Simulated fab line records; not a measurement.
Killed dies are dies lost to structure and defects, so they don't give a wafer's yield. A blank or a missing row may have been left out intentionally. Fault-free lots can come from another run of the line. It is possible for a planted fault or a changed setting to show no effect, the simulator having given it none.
A struck lot beside a sound one || flow berkeley-cmos170 || 17 out of 331 route steps
Sound: these wafers, L425.1, L425.3, L425.4. Wafers L430.1, L430.3, L430.5 were the ones struck. The cause comes at the end.
Per side, at each step with rows, come the tool, then ch with its chambers, and then its first start. Under that, the readings that differ: sound wafers || struck wafers || difference of the means || sigmas: that difference in standard deviations of wafers without a fault.
alike: same words and numbers on both sides, and readings whose means sit less than 2 such deviations apart. not compared: any withheld reading, any reading some wafer has no value for, any bound like >300 that may hide the same value, and any number with overlapping values for which the record gives no deviation.
Wherever a step has rows on one side only, a row that says differs or no value, or a row with sigmas, the two part there. Non-overlapping numbers with no deviation appear without sigmas and do not part them. Lack of a reading on every wafer of one side parts them only where that side has two or more wafers.

first, 2 steps without rows for these wafers: UCB170_M3_COAT_05 (resist thk 900 nm); UCB170_M3_SOFTBAKE_06 (time 60 s).
UCB170_M3_STRIP_07: strips in O2.
  sound on plasma-asher-01 ch 0,1, day 10 17:07; struck on plasma-asher-04 ch 0,1, day 12 06:45
  alike: drypump-motor-current-A, oes-product-au, strip-time-to-endpoint-s
  not compared: rf-hours-counter-h
then, 7 steps without rows for these wafers: UCB170_M3_STRIP_08 (strips KrF in DMSO, time 600 s); UCB170_M3_COAT_09; UCB170_M3_COAT_10 (resist thk 900 nm); UCB170_M3_SOFTBAKE_11 (time 60 s); UCB170_M3_EXPOSE_12 (exposes mask METAL3, target cd 700 nm); UCB170_M3_PEB_13; UCB170_M3_DEVELOP_14 (develop time 45 s).
UCB170_M3_CD_MEAS_15: the cd target is 700 nm.
  struck on cd-sem-02, day 12 07:59; sound on cd-sem-01, day 10 18:14
  alike: cd-nm
UCB170_M3_OVL_MEAS_16:
  struck on overlay-02, day 12 08:07; sound on overlay-01, day 10 18:22
  alike: M3_OVL
UCB170_M3_ETCH_17: etches BARC in N2/H2.
  sound on rie-diel-03 ch 0,2,3, day 10 18:24; struck on rie-diel-03 ch 0,1,2, day 12 08:09
  no value came back on the struck wafers for any of 5 readings (bias-w (W), chamber-pressure-mTorr (mTorr) and others); on the sound wafers bias-w (W) reads 100.05 99.97 100.23
UCB170_M3_METAL_ETCH_18: etches Al in Cl2/BCl3, stops on SiO2, target depth 1170 nm, time 195 s.
  sound on rie-metal-01 ch 1, day 10 18:26; struck on rie-metal-02 ch 1, day 12 08:11
{"reading": "drypump-motor-current-A (A)", "sound": "5.0 4.9 5.0", "struck": "5.9 5.9 5.9", "difference": "+0.9", "sigmas": "+2"}
{"reading": "oes-product-au (a.u.)", "sound": "0.846 0.856 0.847", "struck": "0.389 0.385 0.381", "difference": -0.465, "sigmas": -27}
  alike: bcl3-flow-sccm, bias-w, throttle-valve-pct
  not compared: rf-hours-counter-h
UCB170_M3_STRIP_19: strips in O2.
  sound on plasma-asher-02 ch 0,1, day 10 18:49; struck on plasma-asher-04 ch 0,1, day 12 08:23
  alike: drypump-motor-current-A, oes-product-au
  not compared: rf-hours-counter-h
UCB170_M3_CD_MEAS_90: the cd target is 700 nm.
  struck on cd-sem-02, day 12 08:29; sound on cd-sem-02, day 10 18:55
{"reading": "cd-nm (nm)", "sound": "706 708 707", "struck": "- - -", "difference": "no value on the struck wafers", "sigmas": ""}
UCB170_M3_BOW_MEAS_20:
  struck on film-metro-02, day 12 08:36; sound on film-metro-04, day 10 19:02
{"reading": "M3_BOW (um)", "sound": "43 47 46", "struck": "38 29 27", "difference": -14, "sigmas": -2}

## WHERE THEY PART
Earliest at UCB170_M3_ETCH_17; latest, in this record, at UCB170_M3_BOW_MEAS_20.

WHY: the cause the simulator had injected
At UCB170_M3_ETCH_17, the step was skipped entirely on rie-diel-03 from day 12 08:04 on. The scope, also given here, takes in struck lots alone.
